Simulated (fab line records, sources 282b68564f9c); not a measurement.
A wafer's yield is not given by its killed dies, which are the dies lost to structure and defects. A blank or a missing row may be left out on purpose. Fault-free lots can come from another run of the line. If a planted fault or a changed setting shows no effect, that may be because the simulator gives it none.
The tool behind it: which one? | flow rit-cmos | 7 lots, 21 wafers sampled, at 3 steps of a route of 202

WHAT EACH GAUGE READ, for each wafer
RIT_PSD_OVL_MEAS_06.
lot  | measured    | on         | PSD_OVL (nm)
L131 | day 3 10:49 | overlay-02 | 0.6 -0.9 0.0
L134 | day 4 02:16 | overlay-01 | -0.5 -0.4 -1.5
L138 | day 4 22:44 | overlay-01 | -3.5 -2.2 -2.4
L143 | day 6 00:30 | overlay-02 | -0.9 -0.3 -2.0
L145 | day 6 09:38 | overlay-02 | -1.2 -1.6 -0.4
L149 | day 7 08:57 | overlay-02 | 1.2 1.7 0.9
L152 | day 7 21:44 | overlay-02 | 0.0 0.8 -0.2

WHAT TOOL EACH LOT RAN ON (gives the tool, then ch and the chambers of the sampled wafers, and finally the start)
lot  | RIT_NRETRO_DEVELOP_05            | RIT_PLDD_STRIP_09
L131 | litho-track-02 ch 0, day 2 15:00 | plasma-asher-01 ch 0,1, day 3 05:48
L134 | litho-track-04 ch 0, day 3 07:00 | plasma-asher-01 ch 0,1, day 3 20:53
L138 | litho-track-04 ch 0, day 4 02:00 | plasma-asher-01 ch 0,1, day 4 15:53
L143 | litho-track-02, day 5 02:00      | plasma-asher-03 ch 0,1, day 5 18:55
L145 | litho-track-03 ch 0, day 5 15:00 | plasma-asher-04 ch 0,1, day 6 04:32
L149 | litho-track-02 ch 0, day 6 11:00 | plasma-asher-03 ch 0,1, day 7 03:50
L152 | litho-track-02 ch 0, day 6 23:00 | plasma-asher-03 ch 0,1, day 7 16:41
- RIT_NRETRO_DEVELOP_05: develop time 68 s.
- RIT_PLDD_STRIP_09: strips in O2, time 180 s.

THE ANSWER, worked out from the rows above alone
Rule: the lots themselves supply what counts as usual. Put in order of their means at a reading, lots are off if they are a third of the lots or fewer, leave a main group of 4 or more, and stand apart from it by a gap of 3 or more times the standard deviation of the main group's means; of several such gaps the widest counts. A main group whose means are all the same, to the digits that the tables above print for the reading, isn't used. A lot without any number at a reading at which 4 lots or more have one is off too. Where the step has rows for the other lots, those lots are counted as sound.
No lot is off on any of the readings shown, so nothing can be concluded from this.

WHAT HAD BEEN PUT IN BY THE SIMULATOR
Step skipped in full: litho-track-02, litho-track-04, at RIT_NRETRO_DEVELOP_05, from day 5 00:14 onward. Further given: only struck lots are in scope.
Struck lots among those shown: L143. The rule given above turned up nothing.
